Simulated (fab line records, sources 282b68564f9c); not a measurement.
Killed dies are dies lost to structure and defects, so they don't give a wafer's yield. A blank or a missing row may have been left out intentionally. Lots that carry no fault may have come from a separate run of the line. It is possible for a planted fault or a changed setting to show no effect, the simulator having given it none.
Chamber matching ; flow rit cmos ; 4 sister chambers for RIT_ACTIVE_ETCH_13 on rie diel-04
The step etches Si3N4 in SF6, stops on SiO2, time 210 s, target depth 210 nm. 14 wafers are shown with their chamber, then 7 later ones without.

WAFERS WITH THEIR CHAMBER
wafer;chamber;drypump motor current A (A);throttle valve pct (%);oes product au (a.u.)
L637.3;0;5.1;7.31;0.843
L637.5;0;5.1;7.30;0.842
L637.6;2;5.4;7.35;0.846
L639.2;0;5.1;7.29;0.834
L639.3;2;5.4;7.37;0.853
L639.4;1;6.1;7.38;0.835
L641.2;3;6.3;7.65;0.822
L641.3;2;5.4;7.37;0.845
L641.5;0;5.1;7.31;0.823
L644.3;0;5.1;7.30;0.823
L644.4;3;6.3;7.65;0.827
L644.5;3;6.3;7.65;0.824
L645.1;1;6.0;7.38;0.835
L645.5;1;6.1;7.37;0.831

SIGNATURES, as means of the wafers listed above
reading;chamber 0;chamber 1;chamber 2;chamber 3;scatter within a chamber
drypump motor current A;5.100;6.067;5.400;6.300;0.0258
throttle valve pct;7.3020;7.3767;7.3633;7.6500;0.00783
oes product au;0.83300;0.83367;0.84800;0.82433;0.00666
Rule: a wafer's distance from a chamber is the root of the sum, over the readings, of the square of ((its reading less the chamber's mean) divided by the reading's scatter). The wafer belongs to the nearest chamber; if the next one is less than 2 further off, it can't be placed. The scatter: the root of (the sum of the squares of (reading less its chamber's mean) over the shown wafers, divided by (wafers less chambers)).

WAFERS WITH NO CHAMBER GIVEN
wafer;drypump motor current A (A);throttle valve pct (%);oes product au (a.u.)
L645.6;5.4;7.37;0.848
L648.3;6.2;7.65;0.811
L648.4;5.4;7.35;0.850
L648.6;5.4;7.38;0.836
L651.3;6.2;7.65;0.812
L651.4;6.1;7.38;0.836
L651.6;6.1;7.39;0.835

CHAMBER TAKEN BY EACH
wafer;from the rows above;in truth
L645.6;2;2
L648.3;3;3
L648.4;2;2
L648.6;2;2
L651.3;3;3
L651.4;1;1
L651.6;1;1
Correctly placed: 7 of 7. Not placeable from these rows: 0. Number placed wrongly: 0.
